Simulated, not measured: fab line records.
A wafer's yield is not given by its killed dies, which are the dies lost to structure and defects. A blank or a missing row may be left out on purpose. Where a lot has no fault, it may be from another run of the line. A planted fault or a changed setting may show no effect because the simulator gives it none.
What tool caused it? / flow berkeley-cmos170 / Sampling: 7 lots, 21 wafers, 2 of 331 route steps

## WHAT THE GAUGES READ, wafer by wafer
UCB170_NLDD_TW_MEAS_11.
lot=L316; measured=day 8 05:44; on=film-metro-01; NLDD_TW=2224 2220 2225
lot=L319; measured=day 9 00:44; on=film-metro-03; NLDD_TW=2213 2219 2215
lot=L320; measured=day 9 01:00; on=film-metro-03; NLDD_TW=2216 2224 2232
lot=L323; measured=day 9 05:58; on=film-metro-02; NLDD_TW=2188 2189 2189
lot=L325; measured=day 9 19:50; on=film-metro-02; NLDD_TW=2076 2083 2078 2077 2091 2092
lot=L333; measured=day 11 06:17; on=film-metro-03; NLDD_TW=2239 2228 2239
lot=L335; measured=day 11 19:32; on=film-metro-01; NLDD_TW=2215 2221 2234

## WHICH TOOL RAN EACH LOT (tool, then ch and the chambers of the sampled wafers, then the start)
lot=L316; UCB170_NLDD_IMPLANT_09=implanter-01 ch 0, day 8 05:31
lot=L319; UCB170_NLDD_IMPLANT_09=implanter-01 ch 0, day 9 00:30
lot=L320; UCB170_NLDD_IMPLANT_09=implanter-04 ch 0, day 9 00:45
lot=L323; UCB170_NLDD_IMPLANT_09=implanter-04 ch 0, day 9 05:43
lot=L325; UCB170_NLDD_IMPLANT_09=implanter-01 ch 0, day 9 19:35
lot=L333; UCB170_NLDD_IMPLANT_09=implanter-04 ch 0, day 11 06:02
lot=L335; UCB170_NLDD_IMPLANT_09=implanter-02 ch 0, day 11 19:19
- UCB170_NLDD_IMPLANT_09

## THE ANSWER, worked out from the rows above alone
Rule: usual is defined by the lots themselves. The widest of any qualifying gaps counts: lots, ordered by their means at a reading, are off when they make up no more than a third of the lots, leave a main group of 4 or more, and stand apart from it by 3 or more times the standard deviation of that group's means. If all means in a main group match to the digits the tables above print for the reading, that group is not used. Also off: a lot with no number at a reading for which 4 or more lots have one. All remaining lots with rows at the step are treated as sound.
Off: L325, at UCB170_NLDD_TW_MEAS_11 (NLDD_TW). The main group: mean 2218, standard deviation 14.
If a tool, at a process step before that reading, ran all the lots that are off and no sound lot after the first of them, it fits. Those tools and the gauges at UCB170_NLDD_TW_MEAS_11 are tried in the same way. This does not decide it: 2 tools fit, namely implanter-01 at UCB170_NLDD_IMPLANT_09 and film-metro-02 at UCB170_NLDD_TW_MEAS_11.

## WHAT THE SIMULATOR PUT IN
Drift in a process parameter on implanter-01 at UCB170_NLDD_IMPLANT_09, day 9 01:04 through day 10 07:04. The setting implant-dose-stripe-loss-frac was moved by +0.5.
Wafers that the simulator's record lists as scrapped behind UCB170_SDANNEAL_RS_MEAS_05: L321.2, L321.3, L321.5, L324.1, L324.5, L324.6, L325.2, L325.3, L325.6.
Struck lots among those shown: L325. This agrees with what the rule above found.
